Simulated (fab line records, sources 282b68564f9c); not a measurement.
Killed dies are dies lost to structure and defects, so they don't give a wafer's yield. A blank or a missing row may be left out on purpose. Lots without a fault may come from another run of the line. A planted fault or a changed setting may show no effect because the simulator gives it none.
Which tool did it? | flow rit_cmos | 14 lots, 42 wafers sampled, at 2 steps of a route of 202

WHAT THE GAUGES READ, wafer by wafer
RIT_FOX1_THK_MEAS_01.
lot  | measured    | on            | FOX1_OXIDE_THK (nm)
L589 | day 1 18:20 | film_metro-01 | 351 355 356
L590 | day 1 22:15 | film_metro-01 | 359 358 364
L591 | day 2 02:57 | film_metro-01 | 356 352 352
L593 | day 2 13:32 | film_metro-01 | 369 369 368
L596 | day 3 06:00 | film_metro-03 | 361 368 364
L599 | day 3 20:40 | film_metro-01 | 227 232 234
L601 | day 4 06:38 | film_metro-04 | 239 235 233
L602 | day 4 11:22 | film_metro-03 | 342 343 344
L603 | day 4 17:10 | film_metro-03 | 363 365 363
L605 | day 5 03:03 | film_metro-03 | 359 354 356
L607 | day 5 12:47 | film_metro-03 | 352 349 345
L609 | day 5 21:00 | film_metro-03 | 341 340 344
L611 | day 6 06:52 | film_metro-04 | 354 350 348
L612 | day 6 13:23 | film_metro-03 | 350 357 354

WHICH TOOL RAN EACH LOT (tool, then ch and the chambers of the sampled wafers, then the start)
lot  | RIT_FOX1_OXIDATION_00
L589 | furnace-03 ch 0, day 1 17:01
L590 | furnace-01 ch 0, day 1 20:55
L591 | furnace-01 ch 0, day 2 01:38
L593 | furnace-03 ch 0, day 2 12:13
L596 | furnace-03 ch 0, day 3 04:40
L599 | furnace-01 ch 0, day 3 19:21
L601 | furnace-01 ch 0, day 4 05:19
L602 | furnace-02 ch 0, day 4 10:03
L603 | furnace-03 ch 0, day 4 15:50
L605 | furnace-03 ch 0, day 5 01:44
L607 | furnace-03 ch 0, day 5 11:29
L609 | furnace-03 ch 0, day 5 19:40
L611 | furnace-03 ch 0, day 6 05:31
L612 | furnace-01 ch 0, day 6 12:03
- RIT_FOX1_OXIDATION_00: target thk 350.7 nm, ox time 1130 s.

WHAT THE TOOLS THEMSELVES READ (means of the sampled wafers that have a number; where no wafer has one, the mark that the record gives instead)
The record holds no such reading with a usual standard deviation.

THE ANSWER, worked out from the rows above alone
Rule: what is usual is taken from the lots themselves. Put in order of their means at a reading, lots are off if they are a third of the lots or fewer, leave a main group of 4 or more, and stand apart from it by a gap of 3 or more times the standard deviation of the main group's means; of several such gaps the widest counts. A main group whose means are all the same, to the digits that the tables above print for the reading, isn't used. A lot without any number at a reading at which 4 lots or more have one is off too. The other lots that the step has rows for count as sound. The gauges are gone through in route order, then the tools' own readings, and for those a lot's mean is taken as printed above. The first step at which some lot is off is used, and at that step the reading that is off furthest; a lot without a number counts as furthest.
Off: L599, L601, at RIT_FOX1_THK_MEAS_01 (FOX1_OXIDE_THK). The main group: mean 355 nm, standard deviation 8.
A tool fits if, at a process step before that reading, it ran every lot that is off, and no sound lot after the first of them. The gauges at RIT_FOX1_THK_MEAS_01 are tried like those tools. None of those tried fits.

WHAT THE SIMULATOR HAD PUT IN
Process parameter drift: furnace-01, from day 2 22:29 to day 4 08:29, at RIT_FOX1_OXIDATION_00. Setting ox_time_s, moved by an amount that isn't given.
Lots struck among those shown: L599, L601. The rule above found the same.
